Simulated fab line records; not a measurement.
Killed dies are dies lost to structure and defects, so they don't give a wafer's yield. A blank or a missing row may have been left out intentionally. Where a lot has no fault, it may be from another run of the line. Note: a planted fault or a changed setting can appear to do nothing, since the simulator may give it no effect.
fab line records | flow rit_cmos
[record] lots = 5 | wafers = 15 | last_day = 7
route steps=202 shown CONTACT@172 M1@184
lots that met no fault: taken from a fault-free run of the same line
start_h: start of the lot's first displayed wafer, in hours after the record's first day | wait_h: how many hours have passed since the lot's step before this one | " repeats the value in the row above | L1.1+2: a row that stands for several wafers | - no value, or no start given | * or withheld: withheld | < > ~ a bound
route shown NAME@n: NAME is a module with steps in the file, n the number in the route of the first one | usual: mean/standard deviation of fault-free wafers | same: alike in all rows | chamber/n: place in a boat | sites: each site's reading | _std_site: the standard deviation of these | _edge_site: inner sites' mean taken away from outer sites' mean | radius_mm: how far each site lies from the wafer's centre | mask NAME#n: copy n | behind: the tool/chamber that last shaped the wafer | hold: the reason the lot was held/the length of the hold in hours/how it ended | device: whichever transistor did not switch (one of n, p or np) | end of line: the route-end tests of the same wafers | for a step that has no rows: nothing shown but its recipe | killed: dies that structure and defects cost at the first sort, which is not the same as the wafer's yield | map: dies across one wafer; x = killed, . = not, _ = none there
set.NAME: the run value of the setting; set.NAME@STEP: its run value at that earlier step | model.NAME: the simulator's own value behind a step, which no gauge read
certain route steps with their lots: each step a table, each wafer a row
services: when a tool's chamber went out of use (start_h, in hours from the record's first day, below 0 if earlier), for how many hours, and the reason
[[steps]]
[step RIT_CONTACT_SOFTBAKE_04]
[recipe] resist = NOVOLAK | temp_c = 90 | time_s = 60
[step RIT_CONTACT_EXPOSE_05]
[recipe] mask_id = M11 | na = 0.6 | source_shape = conventional | sigma_outer = 0.5 | target_cd_nm = 1000 | dose_mj = 250
[step RIT_CONTACT_PEB_06]
[recipe] resist = NOVOLAK | temp_c = withheld | time_s = withheld
[step RIT_CONTACT_DEVELOP_07]
[recipe] resist = NOVOLAK | develop_time_s = 120 | dev_temp_c = 23
[step RIT_CONTACT_CD_MEAS_08]
[recipe] target_cd_nm = 1000
[usual] cd_nm = 1000.6/2.5
lot.wafer | tool      | chamber | start_h | wait_h | cd_nm
L855.1    | cd_sem-01 | -       | 57.96   | -      | 998.2
L855.4    | "         | -       | "       | "      | 996.1
L855.5    | "         | -       | "       | "      | 995.6
L861.4    | cd_sem-02 | -       | 86.72   | -      | 997.2
L861.5    | "         | -       | "       | "      | 997.3
L861.6    | "         | -       | "       | "      | 997.1
L863.2    | cd_sem-02 | -       | 93.33   | -      | 1003.2
L863.4    | "         | -       | "       | "      | 1004.2
L863.6    | "         | -       | "       | "      | 1006.9
L872.1    | cd_sem-01 | -       | 137.63  | -      | 999.2
L872.2    | "         | -       | "       | "      | 999.8
L872.3    | "         | -       | "       | "      | 1001.2
L878.2    | cd_sem-01 | -       | 166.45  | -      | 999.9
L878.3    | "         | -       | "       | "      | 1001.2
L878.4    | "         | -       | "       | "      | 1002.4
[step RIT_CONTACT_OVL_MEAS_09]
[usual] CONTACT_OVL = 0.3/1.4
lot.wafer | tool       | chamber | start_h | wait_h | CONTACT_OVL[nm]
L855.1    | overlay-01 | -       | 58.08   | 0.1    | 1.8
L855.4    | "          | -       | "       | "      | 1.2
L855.5    | "          | -       | "       | "      | 1.5
L861.4    | overlay-02 | -       | 86.79   | 0.1    | 1.1
L861.5    | "          | -       | "       | "      | -0.8
L861.6    | "          | -       | "       | "      | 2.1
L863.2    | overlay-02 | -       | 93.43   | 0.1    | -0.7
L863.4    | "          | -       | "       | "      | 0.2
L863.6    | "          | -       | "       | "      | -0.2
L872.1    | overlay-02 | -       | 137.75  | 0.1    | -0.3
L872.2    | "          | -       | "       | "      | -1.9
L872.3    | "          | -       | "       | "      | -1.3
L878.2    | overlay-02 | -       | 166.56  | 0.1    | 0.1
L878.3    | "          | -       | "       | "      | -1.4
L878.4    | "          | -       | "       | "      | -1.8
[step RIT_CONTACT_HARDBAKE_10]
[recipe] resist = NOVOLAK | temp_c = 140 | time_s = 60
[step RIT_CONTACT_ETCH_11]
[recipe] target_depth_a = 4800 | over_etch_frac = 0.2 | stop_on = TiSi2 | chemistry = CHF3/CF4/Ar | target = SiO2 | CHF3_flow_sccm = 50 | cf4_flow_sccm = 10 | Ar_flow_sccm = 100 | O2_flow_sccm = 5 | pressure_mtorr = 100 | rf_w = 200 | time_s = 320
[usual] drypump_motor_current_A = 5.70/0.21 | oes_product_au = 0.988/0.012 | throttle_valve_pct = 8.88/0.15
[same] over_etch_frac = 0.2
lot.wafer | tool        | chamber | start_h | wait_h | drypump_motor_current_A | oes_product_au | rf_hours_counter_h | throttle_valve_pct
L855.1    | rie_diel-01 | 2       | 58.35   | 0.1    | 5.67                    | 0.986          | 25                 | 8.69
L855.4    | "           | 2       | "       | "      | 5.67                    | 0.990          | -                  | 8.69
L855.5    | "           | 1       | "       | "      | 5.76                    | 0.979          | -                  | 8.96
L861.4    | rie_diel-01 | 2       | 86.96   | 0.1    | 5.69                    | 0.995          | 25                 | 8.70
L861.5    | "           | 2       | "       | "      | 5.68                    | 0.990          | -                  | 8.70
L861.6    | "           | 3       | "       | "      | 5.45                    | 1.008          | -                  | 8.98
L863.2    | rie_diel-01 | 3       | 93.61   | 0.1    | 5.46                    | 1.007          | 107                | 8.95
L863.4    | "           | 2       | "       | "      | 5.64                    | 0.990          | 26                 | 8.70
L863.6    | "           | 0       | "       | "      | 5.72                    | 0.990          | -                  | 9.12
L872.1    | rie_diel-04 | 3       | 137.93  | 0.1    | 5.34                    | 0.989          | 36                 | 8.80
L872.2    | "           | 0       | "       | "      | 5.90                    | 1.003          | 2                  | 8.85
L872.3    | "           | 2       | "       | "      | 6.00                    | 1.006          | 150                | 8.73
L878.2    | rie_diel-01 | 1       | 166.74  | 0.1    | 5.80                    | 0.986          | 137                | 8.96
L878.3    | "           | 0       | "       | "      | 5.80                    | 0.983          | 0                  | 9.09
L878.4    | "           | 1       | "       | "      | 5.77                    | 0.993          | -                  | 8.96
[step RIT_CONTACT_STRIP_12]
[recipe] chemistry = O2 | time_s = 180 | resist = NOVOLAK | platen_temp_c = withheld | power_w = 500 | pressure_mtorr = 4000 | o2_flow_sccm = 4000
[usual] drypump_motor_current_A = 6.1/0.56
lot.wafer | tool            | chamber | start_h | wait_h | drypump_motor_current_A | rf_hours_counter_h
L855.1    | plasma_asher-03 | 1       | 58.54   | 0.1    | 6.2                     | 41
L855.4    | "               | 0       | "       | "      | 6.6                     | -
L855.5    | "               | 0       | "       | "      | 6.6                     | -
L861.4    | plasma_asher-04 | 0       | 87.21   | 0.2    | 6.6                     | -
L861.5    | "               | 0       | "       | "      | 6.7                     | -
L861.6    | "               | 1       | "       | "      | 5.7                     | -
L863.2    | plasma_asher-04 | 1       | 93.81   | 0.1    | 5.7                     | 31
L863.4    | "               | 1       | "       | "      | 5.7                     | -
L863.6    | "               | 1       | "       | "      | 5.7                     | -
L872.1    | plasma_asher-02 | 0       | 138.13  | 0.1    | 5.3                     | 50
L872.2    | "               | 1       | "       | "      | 5.0                     | 50
L872.3    | "               | 1       | "       | "      | 5.0                     | -
L878.2    | plasma_asher-04 | 0       | 166.93  | 0.1    | 6.6                     | 40
L878.3    | "               | 1       | "       | "      | 5.7                     | -
L878.4    | "               | 0       | "       | "      | 6.6                     | -
[step RIT_CONTACT_CD_MEAS_90]
[recipe] target_cd_nm = 1000
[usual] cd_nm = 1000.8/2.4
lot.wafer | tool      | chamber | start_h | wait_h | cd_nm
L855.1    | cd_sem-01 | -       | 58.72   | 0.1    | 998.3
L855.4    | "         | -       | "       | "      | 996.6
L855.5    | "         | -       | "       | "      | 996.1
L861.4    | cd_sem-02 | -       | 87.39   | 0.1    | 997.0
L861.5    | "         | -       | "       | "      | 997.3
L861.6    | "         | -       | "       | "      | 997.2
L863.2    | cd_sem-01 | -       | 94.00   | 0.1    | 1003.6
L863.4    | "         | -       | "       | "      | 1004.7
L863.6    | "         | -       | "       | "      | 1007.4
L872.1    | cd_sem-02 | -       | 138.30  | 0.1    | 999.3
L872.2    | "         | -       | "       | "      | 1000.1
L872.3    | "         | -       | "       | "      | 1001.3
L878.2    | cd_sem-02 | -       | 167.13  | 0.1    | 1000.0
L878.3    | "         | -       | "       | "      | 1001.6
L878.4    | "         | -       | "       | "      | 1002.2
[step RIT_CONTACT_CLEAN_13]
[recipe] chemistry = SC1 | mix = 3:3:50 | time_s = 600 | temp_c = 75
[step RIT_CONTACT_CLEAN_14]
[recipe] chemistry = SC2 | mix = 3:3:50 | time_s = 600 | temp_c = 75 | dry = n2_spin
[step RIT_M1_SPUTTER_00]
[recipe] material = Al | target_thk_nm = 400 | power_w = 2000 | chamber_pressure_pa = 0.4 | gas = Ar | time_s = 500 | substrate_temp_c = 25
[usual] cathode_dc_power_W = 2000.0/0.33 | throttle_valve_pct = 30.1/1
lot.wafer | tool           | chamber | start_h | wait_h | cathode_dc_power_W | throttle_valve_pct
L855.1    | pvd_sputter-03 | -       | 59.36   | 0.0    | 1999.6             | 29.7
L855.4    | "              | -       | "       | "      | 1999.8             | 30.3
L855.5    | "              | -       | "       | "      | 2000.6             | 30.6
L861.4    | pvd_sputter-04 | -       | 87.80   | 0.0    | 2000.0             | 28.9
L861.5    | "              | -       | "       | "      | 2000.2             | 29.0
L861.6    | "              | -       | "       | "      | 1999.9             | 30.9
L863.2    | pvd_sputter-04 | -       | 94.45   | 0.0    | 2000.2             | 31.8
L863.4    | "              | -       | "       | "      | 2000.1             | 28.8
L863.6    | "              | -       | "       | "      | 1999.7             | 29.0
L872.1    | pvd_sputter-03 | -       | 138.79  | 0.0    | 2000.3             | 30.4
L872.2    | "              | -       | "       | "      | 2000.2             | 30.0
L872.3    | "              | -       | "       | "      | 2000.1             | 30.0
L878.2    | pvd_sputter-03 | -       | 167.58  | 0.0    | 1999.8             | 30.7
L878.3    | "              | -       | "       | "      | 1999.9             | 30.1
L878.4    | "              | -       | "       | "      | 2000.2             | 29.7
[step RIT_M1_RS_MEAS_01]
[recipe] thk_meas_gauge = four-point-probe | reads = Al_of_M1_SPUTTER_00
[usual] M1_AL_RS = 0.0735/0.00083
lot.wafer | tool          | chamber | start_h | wait_h | M1_AL_RS[ohm/sq]
L855.1    | film_metro-03 | -       | 59.66   | 0.1    | 0.0735
L855.4    | "             | -       | "       | "      | 0.0736
L855.5    | "             | -       | "       | "      | 0.0741
L861.4    | film_metro-03 | -       | 88.16   | 0.2    | 0.0727
L861.5    | "             | -       | "       | "      | 0.0727
L861.6    | "             | -       | "       | "      | 0.0721
L863.2    | film_metro-02 | -       | 94.77   | 0.2    | 0.0746
L863.4    | "             | -       | "       | "      | 0.0734
L863.6    | "             | -       | "       | "      | 0.0729
L872.1    | film_metro-02 | -       | 139.08  | 0.1    | 0.0739
L872.2    | "             | -       | "       | "      | 0.0736
L872.3    | "             | -       | "       | "      | 0.0731
L878.2    | film_metro-01 | -       | 167.89  | 0.2    | 0.0739
L878.3    | "             | -       | "       | "      | 0.0741
L878.4    | "             | -       | "       | "      | 0.0735
[step RIT_M1_THK_MEAS_02]
[recipe] thk_meas_gauge = xrf | reads = Al_of_M1_SPUTTER_00
[usual] M1_AL_THK = 393/5.1
lot.wafer | tool          | chamber | start_h | wait_h | M1_AL_THK[nm]
L855.1    | film_metro-03 | -       | 59.78   | 0.1    | 391
L855.4    | "             | -       | "       | "      | 394
L855.5    | "             | -       | "       | "      | 392
L861.4    | film_metro-03 | -       | 88.25   | 0.1    | 402
L861.5    | "             | -       | "       | "      | 401
L861.6    | "             | -       | "       | "      | 404
L863.2    | film_metro-02 | -       | 94.88   | 0.1    | 390
L863.4    | "             | -       | "       | "      | 394
L863.6    | "             | -       | "       | "      | 398
L872.1    | film_metro-02 | -       | 139.20  | 0.1    | 392
L872.2    | "             | -       | "       | "      | 394
L872.3    | "             | -       | "       | "      | 397
L878.2    | film_metro-01 | -       | 168.00  | 0.1    | 387
L878.3    | "             | -       | "       | "      | 386
L878.4    | "             | -       | "       | "      | 390
[step RIT_M1_HMDS_03]
[recipe] prime_time_s = 60 | prime_temp_c = 140
[step RIT_M1_COAT_04]
[recipe] resist = NOVOLAK | spin_rpm = 2000 | resist_thk_nm = 1300
[step RIT_M1_SOFTBAKE_05]
[recipe] resist = NOVOLAK | temp_c = 90 | time_s = 60
[step RIT_M1_EXPOSE_06]
[recipe] mask_id = M12 | na = 0.6 | source_shape = conventional | sigma_outer = 0.5 | target_cd_nm = 2600 | dose_mj = 250
[step RIT_M1_PEB_07]
[recipe] resist = NOVOLAK | temp_c = withheld | time_s = withheld
[step RIT_M1_DEVELOP_08]
[recipe] resist = NOVOLAK | develop_time_s = 68 | dev_temp_c = 23
[step RIT_M1_CD_MEAS_09]
[recipe] target_cd_nm = 2600
[usual] cd_nm = 2599.7/2.2
lot.wafer | tool      | chamber | start_h | wait_h | cd_nm
L855.1    | cd_sem-02 | -       | 60.83   | -      | 2597.8
L855.4    | "         | -       | "       | "      | 2596.4
L855.5    | "         | -       | "       | "      | 2598.3
L861.4    | cd_sem-01 | -       | 89.22   | -      | 2598.4
L861.5    | "         | -       | "       | "      | 2598.3
L861.6    | "         | -       | "       | "      | 2596.1
L863.2    | cd_sem-02 | -       | 95.83   | -      | 2603.1
L863.4    | "         | -       | "       | "      | 2602.5
L863.6    | "         | -       | "       | "      | 2601.9
L872.1    | cd_sem-01 | -       | 140.18  | -      | 2596.3
L872.2    | "         | -       | "       | "      | 2595.7
L872.3    | "         | -       | "       | "      | 2596.3
L878.2    | cd_sem-01 | -       | 169.08  | -      | 2600.3
L878.3    | "         | -       | "       | "      | 2600.7
L878.4    | "         | -       | "       | "      | 2598.5
[step RIT_M1_OVL_MEAS_10]
[usual] M1_OVL = -0.4/1.2
lot.wafer | tool       | chamber | start_h | wait_h | M1_OVL[nm]
L855.1    | overlay-02 | -       | 60.95   | 0.1    | -2.4
L855.4    | "          | -       | "       | "      | -2.2
L855.5    | "          | -       | "       | "      | -3.0
L861.4    | overlay-01 | -       | 89.29   | 0.1    | 0.4
L861.5    | "          | -       | "       | "      | -1.1
L861.6    | "          | -       | "       | "      | -0.3
L863.2    | overlay-01 | -       | 95.93   | 0.1    | -0.8
L863.4    | "          | -       | "       | "      | -0.8
L863.6    | "          | -       | "       | "      | -0.1
L872.1    | overlay-01 | -       | 140.30  | 0.1    | -1.3
L872.2    | "          | -       | "       | "      | -1.7
L872.3    | "          | -       | "       | "      | -1.3
L878.2    | overlay-01 | -       | 169.18  | 0.1    | -1.3
L878.3    | "          | -       | "       | "      | -0.6
L878.4    | "          | -       | "       | "      | -0.8
[step RIT_M1_HARDBAKE_11]
[recipe] resist = NOVOLAK | temp_c = 140 | time_s = 120
[step RIT_M1_METAL_ETCH_12]
[recipe] stop_on = SiO2 | chemistry = Cl2/BCl3 | target = Al | time_s = 165 | over_etch_frac = 0.5 | pressure_mtorr = 100 | target_depth_a = 6000 | rf_w = 250 | Cl2_flow_sccm = 60 | bcl3_flow_sccm = 50
[usual] drypump_motor_current_A = 5.7/0.33 | oes_product_au = 0.772/0.015 | throttle_valve_pct = 8.23/0.1
[same] over_etch_frac = 0.5
lot.wafer | tool         | chamber | start_h | wait_h | drypump_motor_current_A | oes_product_au | rf_hours_counter_h | throttle_valve_pct
L855.1    | rie_metal-04 | 0       | 61.24   | 0.2    | 5.6                     | 0.767          | 1                  | 8.18
L855.4    | "            | 0       | "       | "      | 5.6                     | 0.767          | -                  | 8.20
L855.5    | "            | 1       | "       | "      | 6.0                     | 0.785          | -                  | 8.32
L861.4    | rie_metal-04 | 1       | 89.62   | 0.1    | 5.9                     | 0.806          | -                  | 8.32
L861.5    | "            | 1       | "       | "      | 5.9                     | 0.803          | -                  | 8.28
L861.6    | "            | 0       | "       | "      | 5.6                     | 0.768          | -                  | 8.19
L863.2    | rie_metal-01 | 0       | 96.21   | 0.2    | 5.8                     | 0.758          | 3                  | 8.37
L863.4    | "            | 0       | "       | "      | 5.8                     | 0.768          | -                  | 8.37
L863.6    | "            | 0       | "       | "      | 5.9                     | 0.764          | -                  | 8.37
L872.1    | rie_metal-01 | 1       | 140.58  | 0.2    | 6.0                     | 0.757          | 3                  | 8.24
L872.2    | "            | 0       | "       | "      | 5.8                     | 0.766          | 3                  | 8.37
L872.3    | "            | 1       | "       | "      | 6.0                     | 0.779          | -                  | 8.26
L878.2    | rie_metal-04 | 0       | 169.46  | 0.2    | 5.7                     | 0.757          | 2                  | 8.19
L878.3    | "            | 0       | "       | "      | 5.6                     | 0.763          | -                  | 8.18
L878.4    | "            | 1       | "       | "      | 5.9                     | 0.802          | -                  | 8.32
[step RIT_M1_STRIP_13]
[recipe] chemistry = nmp | resist = NOVOLAK | temp_c = 80 | time_s = 600 | dry = n2_spin
[step RIT_M1_STRIP_14]
[recipe] chemistry = O2 | time_s = 180 | platen_temp_c = withheld | power_w = 500 | pressure_mtorr = 4000 | o2_flow_sccm = 4000
[usual] drypump_motor_current_A = 6.3/0.34
lot.wafer | tool            | chamber | start_h | wait_h | drypump_motor_current_A | rf_hours_counter_h
L855.1    | plasma_asher-01 | 0       | 61.58   | 0.0    | 6.3                     | 41
L855.4    | "               | 0       | "       | "      | 6.3                     | -
L855.5    | "               | 0       | "       | "      | 6.2                     | -
L861.4    | plasma_asher-04 | 1       | 89.99   | 0.1    | 5.7                     | -
L861.5    | "               | 1       | "       | "      | 5.7                     | -
L861.6    | "               | 0       | "       | "      | 6.6                     | -
L863.2    | plasma_asher-04 | 1       | 96.58   | 0.0    | 5.7                     | 31
L863.4    | "               | 0       | "       | "      | 6.6                     | -
L863.6    | "               | 0       | "       | "      | 6.6                     | -
L872.1    | plasma_asher-04 | 0       | 140.92  | 0.0    | 6.6                     | 37
L872.2    | "               | 1       | "       | "      | 5.7                     | 37
L872.3    | "               | 0       | "       | "      | 6.6                     | -
L878.2    | plasma_asher-04 | 1       | 169.80  | 0.0    | 5.7                     | 40
L878.3    | "               | 0       | "       | "      | 6.6                     | -
L878.4    | "               | 1       | "       | "      | 5.7                     | -
[step RIT_M1_CD_MEAS_90]
[recipe] target_cd_nm = 2600
[usual] cd_nm = 2598/3.9
lot.wafer | tool      | chamber | start_h | wait_h | cd_nm
L855.1    | cd_sem-01 | -       | 61.75   | 0.1    | 2598
L855.4    | "         | -       | "       | "      | 2596
L855.5    | "         | -       | "       | "      | 2593
L861.4    | cd_sem-01 | -       | 90.17   | 0.1    | 2590
L861.5    | "         | -       | "       | "      | 2591
L861.6    | "         | -       | "       | "      | 2594
L863.2    | cd_sem-01 | -       | 96.78   | 0.1    | 2600
L863.4    | "         | -       | "       | "      | 2601
L863.6    | "         | -       | "       | "      | 2601
L872.1    | cd_sem-02 | -       | 141.10  | 0.1    | 2596
L872.2    | "         | -       | "       | "      | 2594
L872.3    | "         | -       | "       | "      | 2597
L878.2    | cd_sem-01 | -       | 170.00  | 0.1    | 2596
L878.3    | "         | -       | "       | "      | 2597
L878.4    | "         | -       | "       | "      | 2592
[step RIT_M1_ANNEAL_15]
[recipe] temp_c = 450 | time_s = 1800 | ambient = forming_gas_H2N2
[step RIT_M1_BOW_MEAS_16]
[recipe] mode = bow
[usual] M1_BOW = 15/6.2
lot.wafer | tool          | chamber | start_h | wait_h | M1_BOW[um]
L855.1    | film_metro-01 | -       | 64.33   | 0.0    | 18
L855.4    | "             | -       | "       | "      | 10
L855.5    | "             | -       | "       | "      | 12
L861.4    | film_metro-01 | -       | 91.79   | 0.1    | 11
L861.5    | "             | -       | "       | "      | 21
L861.6    | "             | -       | "       | "      | 15
L863.2    | film_metro-02 | -       | 98.40   | 0.0    | 20
L863.4    | "             | -       | "       | "      | 17
L863.6    | "             | -       | "       | "      | 13
L872.1    | film_metro-01 | -       | 142.84  | 0.0    | 29
L872.2    | "             | -       | "       | "      | 13
L872.3    | "             | -       | "       | "      | 17
L878.2    | film_metro-03 | -       | 171.62  | 0.0    | 15
L878.3    | "             | -       | "       | "      | 9
L878.4    | "             | -       | "       | "      | 10
[step RIT_M1_PROBE_99]
[usual] defect_limited_yield = 97.1/1.1 | killed_at_M0_to_M3 = 0.0/0.14 | killed_at_front_end = 7/3 | killed_dies = 8/3 | killed_open = 3.7/2 | killed_short = 3.8/2.1 | sort_bin_3_pad_short = 0.2/0.28 | sort_bin_5_function = 1.6/0.88 | sort_bin_6_memory = 1.1/0.67 | sort_n_pass = 256/3 | sort_yield_pct = 97.1/1.1
[same] gross_dies = 264 | killed_at_M4_up = 0 | killed_at_back_side = 0 | killed_at_contacts = 0 | killed_at_other = 0
lot.wafer | tool      | chamber | start_h | wait_h | defect_limited_yield[%] | killed_at_M0_to_M3 | killed_at_front_end | killed_dies | killed_open | killed_short | sort_bin_3_pad_short[%] | sort_bin_5_function[%] | sort_bin_6_memory[%] | sort_n_pass | sort_yield_pct[%] | model.etest.tester.sort_n_pass | model.etest.tester.sort_yield_pct | model.etest.tester.sort_bin_5_pct | model.etest.tester.sort_bin_3_pct | model.etest.tester.sort_bin_6_pct
L855.1    | prober-01 | -       | 64.45   | 0.1    | 97.7                    | 0                  | 6                   | 6           | 1           | 5            | 0                       | 1.5                    | 0.8                  | 258         | 97.7              | 258                            | 97.73                             | 1.515                             | 0                                 | 0.7576
L855.4    | prober-01 | -       | 64.60   | 0.2    | 99.2                    | 0                  | 2                   | 2           | 0           | 2            | 0                       | 0.4                    | 0.4                  | 262         | 99.2              | 262                            | 99.24                             | 0.3788                            | 0                                 | 0.3788
L855.5    | prober-01 | -       | 64.65   | 0.2    | 97.0                    | 0                  | 8                   | 8           | 6           | 2            | 0.4                     | 0.8                    | 1.9                  | 256         | 97.0              | 256                            | 96.97                             | 0.7576                            | 0.3788                            | 1.894
L861.4    | prober-01 | -       | 92.00   | 0.2    | 97.3                    | 1                  | 6                   | 7           | 3           | 4            | 0                       | 1.5                    | 1.1                  | 257         | 97.3              | 257                            | 97.35                             | 1.515                             | 0                                 | 1.136
L861.5    | prober-01 | -       | 92.05   | 0.2    | 97.0                    | 0                  | 8                   | 8           | 4           | 4            | 0                       | 1.5                    | 1.5                  | 256         | 97.0              | 256                            | 96.97                             | 1.515                             | 0                                 | 1.515
L861.6    | prober-01 | -       | 92.10   | 0.2    | 97.7                    | 0                  | 6                   | 6           | 5           | 1            | 0                       | 0.8                    | 1.5                  | 258         | 97.7              | 258                            | 97.73                             | 0.7576                            | 0                                 | 1.515
L863.2    | prober-01 | -       | 98.55   | 0.1    | 97.3                    | 0                  | 7                   | 7           | 3           | 4            | 0                       | 1.9                    | 0.8                  | 257         | 97.3              | 257                            | 97.35                             | 1.894                             | 0                                 | 0.7576
L863.4    | prober-01 | -       | 98.65   | 0.2    | 96.6                    | 0                  | 9                   | 9           | 5           | 4            | 0.4                     | 2.3                    | 0.8                  | 255         | 96.6              | 255                            | 96.59                             | 2.273                             | 0.3788                            | 0.7576
L863.6    | prober-01 | -       | 98.75   | 0.2    | 81.4                    | 43                 | 6                   | 49          | 2           | 4            | 4.2                     | 11.4                   | 3.0                  | 215         | 81.4              | 215                            | 81.44                             | 11.36                             | 4.167                             | 3.03
L872.1    | prober-02 | -       | 142.96  | 0.1    | 95.8                    | 0                  | 11                  | 11          | 5           | 6            | 0                       | 2.7                    | 1.5                  | 253         | 95.8              | 253                            | 95.83                             | 2.652                             | 0                                 | 1.515
L872.2    | prober-02 | -       | 143.01  | 0.1    | 96.2                    | 0                  | 10                  | 10          | 6           | 4            | 0                       | 2.3                    | 1.5                  | 254         | 96.2              | 254                            | 96.21                             | 2.273                             | 0                                 | 1.515
L872.3    | prober-02 | -       | 143.06  | 0.2    | 96.6                    | 0                  | 9                   | 9           | 3           | 6            | 0                       | 1.1                    | 2.3                  | 255         | 96.6              | 255                            | 96.59                             | 1.136                             | 0                                 | 2.273
L878.2    | prober-02 | -       | 171.77  | 0.1    | 97.3                    | 0                  | 7                   | 7           | 1           | 5            | 0                       | 2.3                    | 0.4                  | 257         | 97.3              | 257                            | 97.35                             | 2.273                             | 0                                 | 0.3788
L878.3    | prober-02 | -       | 171.82  | 0.2    | 97.3                    | 0                  | 7                   | 7           | 2           | 4            | 1.1                     | 1.5                    | 0                    | 257         | 97.3              | 257                            | 97.35                             | 1.515                             | 1.136                             | 0
L878.4    | prober-02 | -       | 171.87  | 0.2    | 96.2                    | 0                  | 10                  | 10          | 4           | 5            | 0.8                     | 1.5                    | 1.5                  | 254         | 96.2              | 254                            | 96.21                             | 1.515                             | 0.7576                            | 1.515
// killed by level:class
L855.1 SPACER:geometric_particle:short=2 SILICIDE:geometric_particle:short=2 FOX1:geometric_particle:short=1 SPACER:geometric_particle:open=1
L855.4 FOX1:geometric_particle:short=1 REOX:geometric_particle:short=1
L855.5 FOX1:geometric_particle:open=2 GATE:geometric_particle:open=2 FOX2:geometric_particle:open=1 GATE:geometric_particle:short=1 REOX:geometric_particle:open=1 SPACER:geometric_particle:short=1
L861.4 FOX2:geometric_particle:short=2 FOX2:geometric_particle:open=1 GATE:geometric_particle:open=1 REOX:geometric_particle:short=1 SILICIDE:geometric_particle:open=1 M1:geometric_particle:short=1
L861.5 FOX1:geometric_particle:short=2 FOX2:geometric_particle:open=2 GATE:geometric_particle:short=1 REOX:geometric_particle:short=1 REOX:geometric_particle:open=1 SILICIDE:geometric_particle:open=1
L861.6 REOX:geometric_particle:open=3 FOX2:geometric_particle:open=1 SPACER:geometric_particle:open=1 SILICIDE:geometric_particle:short=1
L863.2 SPACER:geometric_particle:short=2 FOX1:geometric_particle:open=1 GATE:geometric_particle:short=1 GATE:geometric_particle:open=1 REOX:geometric_particle:short=1 SPACER:geometric_particle:open=1
L863.4 GATE:geometric_particle:open=3 REOX:geometric_particle:short=2 FOX1:geometric_particle:short=1 FOX1:geometric_particle:open=1 GATE:geometric_particle:short=1 REOX:geometric_particle:open=1
L863.6 M1:unspecified=43 GATE:geometric_particle:short=3 FOX1:geometric_particle:open=2 SILICIDE:geometric_particle:short=1
L872.1 FOX2:geometric_particle:short=3 GATE:geometric_particle:short=3 SPACER:geometric_particle:open=2 SILICIDE:geometric_particle:open=2 FOX1:geometric_particle:open=1
L872.2 GATE:geometric_particle:open=4 FOX1:geometric_particle:short=1 FOX1:geometric_particle:open=1 GATE:geometric_particle:short=1 SPACER:geometric_particle:open=1 SPACER:geometric_particle:short=1 SILICIDE:geometric_particle:short=1
L872.3 GATE:geometric_particle:short=2 GATE:geometric_particle:open=2 SPACER:geometric_particle:short=2 FOX1:geometric_particle:short=1 REOX:geometric_particle:short=1 SPACER:geometric_particle:open=1
L878.2 GATE:geometric_particle:short=2 SILICIDE:geometric_particle:short=2 FOX1:geometric_particle:short=1 GATE:geometric_particle:open=1 PRETRO:coat_microbubble_printed=1
L878.3 GATE:geometric_particle:open=2 SPACER:geometric_particle:short=2 GATE:geometric_particle:short=1 SILICIDE:geometric_particle:short=1 PRETRO:coat_microbubble_printed=1
L878.4 SILICIDE:geometric_particle:short=2 FOX2:geometric_particle:short=1 GATE:geometric_particle:short=1 GATE:geometric_particle:open=1 REOX:geometric_particle:open=1 SPACER:geometric_particle:short=1 SPACER:geometric_particle:open=1 SILICIDE:geometric_particle:open=1
// map L863.6 (x killed, . not)
________......._______
_____.............____
____...............___
___.................__
__..................._
__..................._
_.........x..........x
_............xx.......
_..........xxxxxx.....
_.........xxxxxxxx..x.
__........xxxxxxxx..._
__.......xxxxxxxx...._
___.x......xxxxx....__
____......xxxxx.x..___
_____..x........x.____
________......._______
// map L861.5 (x killed, . not)
________......._______
_____...........x.____
____...............___
___......x..........__
__........xx........._
__.............x....._
_.....................
_.....................
_....................x
_..............x......
__..................._
__..................._
___...............x.__
____...............___
_____.............____
________......._______
[[services]]
tool            | chamber | start_h | hours | kind
rie_diel-01     | 3       | 48.77   | 5.7   | repair
plasma_asher-03 | -       | 53.22   | 1.4   | repair
rie_diel-01     | 3       | 54.52   | 7.7   | repair
rie_diel-01     | 2       | 71.12   | 4.4   | repair
rie_diel-01     | 0       | 74.13   | 4.8   | repair
pvd_sputter-04  | -       | 74.58   | 2.1   | repair
rie_diel-04     | -       | 75.58   | 2.8   | pm
rie_diel-04     | -       | 87.53   | 0.4   | repair
plasma_asher-01 | -       | 108.75  | 9.0   | pm
plasma_asher-01 | 0       | 108.75  | 9.0   | vent_cycle
plasma_asher-01 | 1       | 108.75  | 9.0   | vent_cycle
rie_diel-04     | 2       | 109.46  | 16.7  | repair
plasma_asher-03 | -       | 116.76  | 2.8   | pm
plasma_asher-01 | 0       | 117.75  | -     | clean
plasma_asher-01 | 1       | 117.75  | -     | clean
rie_metal-04    | -       | 130.36  | 2.8   | pm
rie_diel-01     | 0       | 133.89  | -     | clean
rie_diel-01     | 0       | 133.89  | 17.2  | scheduled_down
rie_diel-01     | 0       | 133.89  | 17.2  | vent_cycle
rie_diel-04     | 2       | 147.38  | -     | clean
rie_diel-04     | 2       | 147.38  | 24.0  | scheduled_down
rie_diel-04     | 2       | 147.38  | 24.0  | vent_cycle
plasma_asher-02 | -       | 147.75  | 0.7   | repair
[[key]]
[first_sign] step = RIT_M1_PROBE_99 | reading = killed_at_M0_to_M3 | direction = up | sigmas = 43 | usual = 0.0 | struck = 43
[effect] step = RIT_M1_PROBE_99 | reading = sort_yield_pct | direction = down | sigmas = 14 | usual = 97.1 | struck = 81.4
[model_effect] step = RIT_M1_PROBE_99 | value = etest.tester.sort_n_pass | without = 256 | struck = 215
met_at RIT_M1_SPUTTER_00
struck_wafers L863.6
onset_between 87.80 94.45
[fault] kind = chamber_particle_source | tool = pvd_sputter-04 | chamber = - | onset_h = 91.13 | steps = RIT_M1_SPUTTER_00 | rate_per_visit_cm2 = 2.1517 | end_h = 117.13 | scope = struck_wafers_only
